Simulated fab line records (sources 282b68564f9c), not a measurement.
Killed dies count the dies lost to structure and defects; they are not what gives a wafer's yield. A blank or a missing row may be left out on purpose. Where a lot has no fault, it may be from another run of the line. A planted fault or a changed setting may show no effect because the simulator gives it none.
Problem report, 8D (eight disciplines) form, completed by code :: flow rit cmos :: the parts of the form that need people (team, actions taken, sign-off) are left out

1. THE ISSUE
Wafers free of any fault read -0.4 nm (standard deviation 1.7) for NLDD_OVL at RIT_NLDD_OVL_MEAS_06, against a mean of -299.6 nm on 12 wafers of 4 lots. That is -99 or more standard deviations from the usual mean.
Seen first at day 5 01:16 on overlay-01, wafer L774.1. The record has a number at this step for 48 wafers belonging to 16 lots. The rule behind "out" and "out of limits": a value lying over 4 standard deviations away from the usual mean. All remaining wafers that have a number are taken as sound.

2. WHAT THIS IS AND IS NOT
question: which readings at this step
is: NLDD_OVL
is not: -

question: which lots
is: L774, L776, L777, L778
is not: L765, L766, L767, L768, L769, L770, L772, L773, L775, L781, L782, L785

question: which wafers of those lots
is: all that have a number
is not: -

question: read on which gauges
is: overlay-01, overlay-02
is not: -

question: when
is: from day 5 01:16
is not: up to then (27 sound wafers); but 9 sound wafers of L781, L782, L785 came after

3. WHAT RULES OUT EACH SUSPECT
Counting: a tool stays on the suspect list if, at a process step up to the reading, it processed all lots that are out and no sound lot following the first of them.
- the gauge at RIT_NLDD_OVL_MEAS_06 is ruled out. The wafers that are out were read on 2 gauges (overlay-01, overlay-02).
- iline stepper-01 at RIT_NLDD_EXPOSE_03 (exposes mask M7, target cd 40700 nm): kept. All lots that are out passed through it, beginning with L774 at day 5 00:52, and no sound lot followed; its final sound lot before that point was L772 at day 4 10:55.
The count leaves iline stepper-01 at RIT_NLDD_EXPOSE_03.

4. THE CAUSE (what the simulator had put in)
Scanner matching overlay: iline stepper-01, from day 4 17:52 on, at RIT_NLDD_EXPOSE_03. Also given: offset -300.
Counting left only this tool.

5. THE EFFECT CHAIN, in route order
Each row: a reading whose mean over the struck wafers that have a number lies more than 3 standard deviations from the usual. Readings are gone through only where the record gives a usual standard deviation; hours: the median, over the lots, of the time from a lot's start at the first step in this table giving one to that lot's start at this step; sigmas: the change measured in usual standard deviations.
hours: 0
step: RIT_NLDD_OVL_MEAS_06
reading: NLDD_OVL
usual: -0.4 nm
on struck wafers: -299.6
change: -299.2
sigmas: -99 or more
At these later measuring or inspecting steps, every struck wafer for which the step has a row has a number for every such reading, and none has moved that far: RIT_PLDD_OVL_MEAS_06.

6. HOW IT WOULD HAVE BEEN CAUGHT EARLIER
The first out-of-limits reading at a measuring or inspecting step in this record came at day 5 01:16, 7 hours after the fault's start at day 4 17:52.
Lots out: 4; of these, L776, L777, L778 started RIT_NLDD_EXPOSE_03 on iline stepper-01 after day 5 01:16. A hold on the tool at that time would have spared those 3.
